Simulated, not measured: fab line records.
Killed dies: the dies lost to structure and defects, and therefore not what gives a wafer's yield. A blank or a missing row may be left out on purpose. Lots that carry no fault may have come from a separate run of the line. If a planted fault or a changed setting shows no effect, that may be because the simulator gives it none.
Commonality check across tools + flow rit cmos + Lots sampled 14, wafers sampled 42

REASON FOR OPENING
At RIT_PRETRO_TW_MEAS_10 the reading PRETRO_TW is flagged on 2 of 14 lots. Fault-free wafers read 482, with a standard deviation of 4.1.
Rule: a lot is flagged in two cases, either no wafer of it has a number, or all its wafers with numbers fall more than 4 standard deviations from that mean. The rest of the lots are taken to be sound.

| lot  | measured    | on            | PRETRO_TW, wafer by wafer | flag    |
|------|-------------|---------------|---------------------------|---------|
| L286 | day 2 14:55 | film metro-03 | 484 486 483               |         |
| L287 | day 2 19:06 | film metro-02 | 484 483 480               |         |
| L288 | day 3 00:19 | film metro-01 | 475 474 476               |         |
| L289 | day 3 05:24 | film metro-02 | 484 484 482               |         |
| L290 | day 3 11:50 | film metro-02 | 486 483 483               |         |
| L291 | day 3 17:24 | film metro-01 | 476 475 474               |         |
| L292 | day 3 19:40 | film metro-01 | 477 474 473               |         |
| L293 | day 4 00:55 | film metro-02 | 485 484 484               |         |
| L295 | day 4 11:26 | film metro-02 | 483 484 483               |         |
| L296 | day 4 16:54 | film metro-02 | 482 481 484               |         |
| L297 | day 5 00:12 | film metro-02 | 484 484 486               |         |
| L299 | day 5 06:49 | film metro-02 | 485 487 486               |         |
| L307 | day 7 00:48 | film metro-02 | 513 516 516               | FLAGGED |
| L308 | day 7 06:26 | film metro-03 | 510 513 509               | FLAGGED |
The numbers of the flagged lots are 513 on average: +31 against the usual, or +8 standard deviations.

WHICH TOOL EACH LOT WENT THROUGH
The record holds 1 process step before the reading, out of a route of 202 steps. Cell contents, in order: the tool; ch with the chambers the sampled wafers went through; the start.
| lot  | flag    | RIT_PRETRO_IMPLANT_08          |
|------|---------|--------------------------------|
| L286 |         | implanter-03 ch 0, day 2 14:35 |
| L287 |         | implanter-04 ch 0, day 2 18:46 |
| L288 |         | implanter-02 ch 0, day 2 23:59 |
| L289 |         | implanter-02 ch 0, day 3 05:05 |
| L290 |         | implanter-04 ch 0, day 3 11:31 |
| L291 |         | implanter-04 ch 0, day 3 17:04 |
| L292 |         | implanter-04 ch 0, day 3 19:20 |
| L293 |         | implanter-03 ch 0, day 4 00:35 |
| L295 |         | implanter-02 ch 0, day 4 11:07 |
| L296 |         | implanter-04 ch 0, day 4 16:35 |
| L297 |         | implanter-04 ch 0, day 4 23:53 |
| L299 |         | implanter-02 ch 0, day 5 06:29 |
| L307 | FLAGGED | implanter-02 ch 0, day 7 00:29 |
| L308 | FLAGGED | implanter-02 ch 0, day 7 06:07 |
What these steps do:
- RIT_PRETRO_IMPLANT_08
- RIT_PRETRO_TW_MEAS_10

FLAGGED OVER TOTAL, TOOL BY TOOL (the gauges that took the reading come last)
| step                  | tool          | lots run | flagged | share of the flagged lots | sound lots run after its first flagged lot |
|-----------------------|---------------|----------|---------|---------------------------|--------------------------------------------|
| RIT_PRETRO_IMPLANT_08 | implanter-02  | 6        | 2       | all                       | 0                                          |
| RIT_PRETRO_IMPLANT_08 | implanter-03  | 2        | 0       | none                      | -                                          |
| RIT_PRETRO_IMPLANT_08 | implanter-04  | 6        | 0       | none                      | -                                          |
| RIT_PRETRO_TW_MEAS_10 | film metro-01 | 3        | 0       | none                      | -                                          |
| RIT_PRETRO_TW_MEAS_10 | film metro-02 | 9        | 1       | some                      | 0                                          |
| RIT_PRETRO_TW_MEAS_10 | film metro-03 | 2        | 1       | some                      | 0                                          |

THE TABLE: WHAT IT ALLOWS
Rows of the table that ran each flagged lot: 1, that is implanter-02 at RIT_PRETRO_IMPLANT_08.
- implanter-02 at RIT_PRETRO_IMPLANT_08 ran 6 lots, 2 of them flagged. Last sound lot L299 at day 5 06:29, first flagged lot L307 at day 7 00:29; a fault beginning in between fits. Its own readings lie more than 4 standard deviations out on every wafer of the flagged lots: beam on s, end station pressure torr, faraday current uA.
One tool is left: implanter-02 at RIT_PRETRO_IMPLANT_08.

WHAT THE SIMULATOR HAD PUT IN
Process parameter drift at RIT_PRETRO_IMPLANT_08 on implanter-02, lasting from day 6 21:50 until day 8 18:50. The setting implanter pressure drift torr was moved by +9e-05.
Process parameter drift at RIT_PRETRO_IMPLANT_08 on implanter-02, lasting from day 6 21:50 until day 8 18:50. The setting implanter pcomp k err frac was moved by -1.
Shown lots that were struck: L307, L308. The rule above found the same.
